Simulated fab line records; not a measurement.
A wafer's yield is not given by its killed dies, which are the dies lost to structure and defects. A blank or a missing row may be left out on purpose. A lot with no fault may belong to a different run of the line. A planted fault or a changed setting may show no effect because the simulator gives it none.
The same fault as seen by 2 desks | flow ritCmos | each desk has only its own numbers; what lay behind them comes last

== FROM THE METROLOGY DESK ==
Lot by lot, what the gauges showed, no matter which tool ran the lot: averages of those sampled wafers that carry a number. Any lot whose mean is over 4 standard deviations away from the usual mean is out of limits and marked OUT; that distance is given in the brackets.
Columns: A = CONTACT_TEOS_THK at RIT_CONTACT_THK_MEAS_01, usual 416 nm
lot  | first seen here | A
L841 | day 3 03:26     | 418
L842 | day 3 07:42     | 418
L843 | day 3 12:20     | 413
L844 | day 3 17:23     | 416
L845 | day 3 23:47     | 422
L847 | day 4 08:46     | 414
L851 | day 5 04:01     | 418
L854 | day 5 19:18     | 413
L856 | day 6 05:44     | 236 (-33) OUT
L860 | day 7 01:08     | 421
L861 | day 7 06:53     | 412
L863 | day 7 16:41     | 422
L864 | day 7 21:00     | 415
This desk reports L856 out of limits; the earliest was L856 at day 6 05:44 (CONTACT_TEOS_THK at RIT_CONTACT_THK_MEAS_01). Within limits: L841, L842, L843, L844, L845, L847, L851, L854, L860, L861, L863, L864.

== AT THE TOOL OWNER'S DESK: pecvd-02 ==
The tool's own readings at RIT_CONTACT_CVD_00 (deposits SiO2 from TEOS, target thk 400 nm, time 63.28 s): means of the sampled wafers that have a number, for each lot that ran on this tool. Any lot whose mean is over 4 standard deviations away from the usual mean is out of limits and marked OUT; that distance is given in the brackets.
Columns: A = heaterPowerW at RIT_CONTACT_CVD_00, usual 319 W
lot  | first seen here | A
L841 | day 3 03:22     | 307
L844 | day 3 17:20     | 259
L847 | day 4 08:41     | 307
L856 | day 6 05:41     | 317
This desk's verdict: no lot among the 4 shows anything out of limits.

== BROUGHT TOGETHER ==
An alarm was possible from the metrology desk at day 6 05:44, on L856.
The desk of the tool owner found nothing out of limits.
Tool owner's desk: L856 on record, inside its limits.
Of the lots named, all ran RIT_CONTACT_CVD_00 on pecvd-02.

== WHAT THE SIMULATOR PUT IN ==
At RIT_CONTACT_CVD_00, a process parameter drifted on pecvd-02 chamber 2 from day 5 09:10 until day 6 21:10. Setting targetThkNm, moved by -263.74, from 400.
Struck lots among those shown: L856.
Time in hours between the start of the fault and the first out-of-limits reading at each desk: metrology desk, 21.
